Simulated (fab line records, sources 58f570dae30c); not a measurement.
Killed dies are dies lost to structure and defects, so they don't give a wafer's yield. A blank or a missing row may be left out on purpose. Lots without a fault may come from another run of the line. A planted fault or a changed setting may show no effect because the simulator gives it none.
Split-lot experiment | flow berkeley_cmos170 | 5 lots, 27 wafers read, on a route of 331 steps

THE SPLIT
At UCB170_M3_METAL_ETCH_18 (etches Al in Cl2/BCl3, stops on SiO2, target depth 1170 nm, time 195 s), the setting target_depth_a was moved away from the recipe's 11700 angstrom on 12 of the 27 wafers read, by -36.1% to +48.0%. The other wafers ran this setting at the recipe's value.

FROM THE SPLIT TO THE READING: what the file shows between them, 1 step
- UCB170_M3_STRIP_19: strips in O2

THE READING
cd_nm, in nm, at UCB170_M3_CD_MEAS_90 (target cd 700 nm). Fault-free wafers of this fab line usually give 701 nm, standard deviation 3.8 nm.

wafer  | tool, chamber at the split | target_depth_a as run, angstrom | against the recipe | cd_nm, nm | against lot-mates on the recipe
L075.1 | rie_metal-02, 1            | 11700                           | recipe             | 700       | -
L075.2 | rie_metal-02, 0            | 11700                           | recipe             | 709       | -
L075.3 | rie_metal-02, 0            | 14090                           | +20.4%             | 698       | -6
L075.4 | rie_metal-02, 1            | 14090                           | +20.4%             | 692       | -12
L075.5 | rie_metal-02, 1            | 11700                           | recipe             | 702       | -
L075.6 | rie_metal-02, 0            | 14090                           | +20.4%             | 696       | -8
L078.1 | rie_metal-04, 1            | 7481                            | -36.1%             | 718       | +14
L078.2 | rie_metal-04, 0            | 11700                           | recipe             | 705       | -
L078.3 | rie_metal-04, 1            | 7481                            | -36.1%             | 719       | +15
L078.4 | rie_metal-04, 0            | 11700                           | recipe             | 705       | -
L078.5 | rie_metal-04, 1            | 11700                           | recipe             | 701       | -
L078.6 | rie_metal-04, 0            | 7481                            | -36.1%             | 722       | +18
L079.1 | rie_metal-04, 0            | 17320                           | +48.0%             | 683       | -24
L079.2 | rie_metal-04, 1            | 11700                           | recipe             | 708       | -
L079.3 | rie_metal-04, 1            | 11700                           | recipe             | 706       | -
L079.4 | rie_metal-04, 0            | 11700                           | recipe             | 708       | -
L079.5 | rie_metal-04, 0            | 17320                           | +48.0%             | 683       | -24
L079.6 | rie_metal-04, 1            | 17320                           | +48.0%             | 686       | -21
L081.1 | rie_metal-04, 1            | 11700                           | recipe             | 704       | -
L081.4 | rie_metal-04, 1            | 11700                           | recipe             | 701       | -
L081.5 | rie_metal-04, 0            | 11700                           | recipe             | 704       | -
L083.1 | rie_metal-02, 0            | 9498                            | -18.8%             | 707       | +8
L083.2 | rie_metal-02, 1            | 9498                            | -18.8%             | 705       | +6
L083.3 | rie_metal-02, 0            | 11700                           | recipe             | 703       | -
L083.4 | rie_metal-02, 1            | 11700                           | recipe             | 696       | -
L083.5 | rie_metal-02, 0            | 11700                           | recipe             | 699       | -
L083.6 | rie_metal-02, 1            | 9498                            | -18.8%             | 705       | +6

THE FIT
A straight line over all 27 wafers: cd_nm changes by -0.393 nm for each +1% of target_depth_a; r = -0.93; the points scatter about the line by 3.5 nm.
The same after taking each lot's own level away (the mean of its wafers on the recipe; 27 wafers): -0.453 nm for each +1%; r = -0.97; scatter 2.4 nm.
On that fit, the largest move of target_depth_a shifts the reading by 22 nm.
The lots' own levels span 699.3 to 707.3 nm, that is 2.1 times the standard deviation above.
So the lot-to-lot level changes the slope: the two fits differ.
Check: with one of the wafers moved furthest among these (+48.0%) left out of the fit, the line predicts -21.5 nm for it against its lot-mates. It came out at -24.3 nm against them.
Tool readings at the split's step, against how far the setting was moved: oes_product_au r = -0.97.

THE WHOLE CHAIN: every reading that the file lists as answering this split, in the file's order
step                    | what it does                                                           | reading                                                                   | change (the file's fit)                                                              | r (the file's)
UCB170_M3_METAL_ETCH_18 | etches Al in Cl2/BCl3, stops on SiO2, target depth 1170 nm, time 195 s | oes_product_au                                                            | -0.00358 a.u. for each +1% of the setting                                            | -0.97
UCB170_M3_METAL_ETCH_18 | etches Al in Cl2/BCl3, stops on SiO2, target depth 1170 nm, time 195 s | M3.feature_depth_nm (the simulator's own value, which no gauge read)      | not straight: 733.1 at the lowest setting, 956.9 at the recipe, 989.4 at the highest | not given
UCB170_M3_METAL_ETCH_18 | etches Al in Cl2/BCl3, stops on SiO2, target depth 1170 nm, time 195 s | etch.depth_nm (the simulator's own value, which no gauge read)            | not straight: 733.1 at the lowest setting, 901.1 at the recipe, 901.2 at the highest | not given
UCB170_M3_METAL_ETCH_18 | etches Al in Cl2/BCl3, stops on SiO2, target depth 1170 nm, time 195 s | SiO2_of_V2_CVD_00.thk_nm (the simulator's own value, which no gauge read) | -0.629 nm for each +1% of the setting                                                | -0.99
UCB170_M3_STRIP_19      | strips in O2                                                           | oes_product_au                                                            | -0.00509 a.u. for each +1% of the setting                                            | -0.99
UCB170_M3_CD_MEAS_90    | target cd 700 nm                                                       | cd_nm                                                                     | -0.453 nm for each +1% of the setting                                                | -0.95

THE FILE'S OWN FIT
cd_nm changes by -0.453 nm for each +1% of target_depth_a, r = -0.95.
